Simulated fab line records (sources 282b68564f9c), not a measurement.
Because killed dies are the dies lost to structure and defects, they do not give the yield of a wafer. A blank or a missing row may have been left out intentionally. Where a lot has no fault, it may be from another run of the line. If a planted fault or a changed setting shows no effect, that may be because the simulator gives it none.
Code-filled problem report in 8D (eight disciplines) form :: flow rit-cmos :: the parts of the form that need people (team, actions taken, sign-off) are left out

== 1. PROBLEM STATEMENT ==
At RIT_NLDD_HARDBAKE_07, heater-power-total-W averages 65.93 W over 6 wafers from 2 lots, while fault-free wafers read 62.54 W, standard deviation 0.05. That is +68 standard deviations from the usual mean.
The step: time 60 s.
Earliest sighting: wafer L149.2 on litho-track-02 at day 4 10:55. Wafers with a number at this step in the record: 36, from 12 lots. Rule for "out", or "out of limits": more than 4 standard deviations from the usual mean. Any other wafer with a number is counted as sound.

== 2. WHAT IT IS, WHAT IT ISN'T ==
question: which readings at this step
is: heater-power-total-W, plate-temp-C
is not: -

question: which lots
is: L149, L151
is not: L141, L142, L153, L154, L156, L160, L161, L162, L163, L164

question: which wafers of those lots
is: all that have a number
is not: -

question: read on which tools
is: litho-track-02
is not: litho-track-03, litho-track-04

question: when
is: from day 4 10:55
is not: up to then (6 sound wafers); but 24 sound wafers of L153, L154, L156, L160, L161, L162, L163, L164 came after

== 3. WHAT RULES OUT EACH SUSPECT ==
Counting: any tool at a process step up to the reading is kept as a suspect provided that every lot that is out went through it and no sound lot did after the first of them.
- litho-track-02 at RIT_NLDD_HARDBAKE_07 (time 60 s): ruled out as a lasting fault. The sound lots L161 went through it after L149, its earliest lot that is out (day 4 10:55).
Left after counting: nothing in the record.

== 4. THE CAUSE (what the simulator had put in) ==
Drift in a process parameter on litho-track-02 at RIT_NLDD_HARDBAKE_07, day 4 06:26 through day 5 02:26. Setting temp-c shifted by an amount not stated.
Counting ruled it out, wrongly.

== 5. THE CHAIN OF EFFECTS, in route order ==
Each row: a reading whose mean over the struck wafers that have a number lies more than 3 standard deviations from the usual. Only readings for which the record gives a usual standard deviation are gone through. hours: the time from each lot's start at the first step in this table that gives one to its start at this step, as a median over the lots. sigmas: the change in usual standard deviations.
hours: 0
step: RIT_NLDD_HARDBAKE_07
reading: heater-power-total-W
usual: 62.54 W
on struck wafers: 65.93
change: +3.39
sigmas: +68

hours: 0
step: RIT_NLDD_HARDBAKE_07
reading: plate-temp-C
usual: 139.99 C
on struck wafers: 145.81
change: +5.82
sigmas: +34
The process steps in it:
- RIT_NLDD_HARDBAKE_07: time 60 s.
Later steps that measure or inspect, where all struck wafers having a row at the step show a number for every such reading and not one has moved that far: RIT_M1_OVL_MEAS_10.

== 6. HOW IT WOULD HAVE BEEN CAUGHT EARLIER ==
In this record no reading fell out of limits until day 4 10:55, 4 hours after the fault had begun at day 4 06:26.
